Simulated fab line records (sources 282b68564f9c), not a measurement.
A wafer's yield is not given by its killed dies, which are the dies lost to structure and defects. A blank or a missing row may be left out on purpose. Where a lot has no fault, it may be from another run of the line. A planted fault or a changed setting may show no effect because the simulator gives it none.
Comparing a struck lot with a sound one    flow rit cmos    15 out of 202 route steps
Sound: these wafers, L432.3, L432.4, L432.6. Struck: wafers L435.2, L435.3, L435.5. At the end, the cause is stated.
At each step with rows: each side's tool, then ch and its chambers, then its first start. Under that, the readings that differ: sound wafers    struck wafers    difference of the means    sigmas: that difference in standard deviations of wafers without a fault.
alike: a reading whose means differ by less than 2 such deviations, as well as words and numbers matching on both sides. not compared: withheld readings; readings where some wafer has no value; bounds like >300 that might hide an equal value; numbers whose values overlap and for which the record gives no deviation.
A row with sigmas, a row that says differs or no value, or rows on one side alone: a step with any of these is where the two part. Numbers that have no deviation but don't overlap get no sigmas and don't part them. A reading missing from all wafers of one side parts the sides only when that side holds two or more wafers.

RIT_ACTIVE_THK_MEAS_04:
  sound: film metro-02 at day 1 21:47; struck: film metro-01 at day 2 12:23
  alike: ACTIVE_NITRIDE_THK
then, 6 steps without rows for these wafers: RIT_ACTIVE_HMDS_05 (prime time 60 s); RIT_ACTIVE_COAT_06 (resist thk 1000 nm); RIT_ACTIVE_SOFTBAKE_07 (time 60 s); RIT_ACTIVE_EXPOSE_08 (exposes mask M1, target cd 1400 nm); RIT_ACTIVE_PEB_09; RIT_ACTIVE_DEVELOP_10 (develop time 50 s).
RIT_ACTIVE_CD_MEAS_11: the cd target is 1400 nm.
  sound: cd sem-02 at day 1 22:43; struck: cd sem-01 at day 2 13:19
  alike: cd nm
then, 1 step without rows for these wafers: RIT_ACTIVE_HARDBAKE_12 (time 60 s).
RIT_ACTIVE_ETCH_13: etches Si3N4 in SF6, stops on SiO2, time 210 s, target depth 210 nm.
  sound on rie diel-01 ch 0,2,3, day 1 22:57; struck on rie diel-03 ch 0,1,3, day 2 13:34
  alike: drypump motor current A, oes product au, throttle valve pct
  not compared: rf hours counter h
RIT_ACTIVE_STRIP_14: strips in O2, time 180 s.
  sound on plasma asher-01 ch 0,1, day 1 23:09; struck on plasma asher-04 ch 0,1, day 2 13:41
  alike: drypump motor current A, o2 flow sccm
  not compared: rf hours counter h
RIT_ACTIVE_CD_MEAS_90: the cd target is 1400 nm.
  sound: cd sem-02 at day 1 23:18; struck: cd sem-01 at day 2 13:53
  alike: cd nm
RIT_ACTIVE_CLEAN_15: cleans in SC1, time 600 s.
  sound on wet bench-03 ch 0, day 1 23:23; struck on wet bench-02 ch 1, day 2 13:59
  no value came back on the struck wafers for bath guard temp C (C), bath heat duty pct (%); on the sound wafers bath guard temp C (C) reads 74.7 74.3 74.7
then, 1 step without rows for these wafers: RIT_ACTIVE_CLEAN_16 (cleans in dHF, time 30 s).
-- the record jumps here: 2 days lie between the struck wafers' starts before and after (it left off in module ACTIVE and takes up again in module M1, whose first step shown is number 202 of the route) --
RIT_M1_PROBE_99:
  sound: prober-02 at day 4 04:07; struck: prober-02 at day 4 14:16
reading              sound    struck  difference  sigmas
killed at front end  11 9 13  7 4 4   -6          -2
killed dies          11 9 13  7 5 4   -6          -2
killed short         7 4 7    2 2 2   -4          -2
  alike: killed at contacts, killed open

WHERE THEY PART
At RIT_ACTIVE_CLEAN_15 first; at RIT_M1_PROBE_99 last (within this record only).

WHY: whatever the simulator had introduced
Beginning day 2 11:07, the whole step at RIT_ACTIVE_CLEAN_15 was skipped on wet bench-02. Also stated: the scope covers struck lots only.
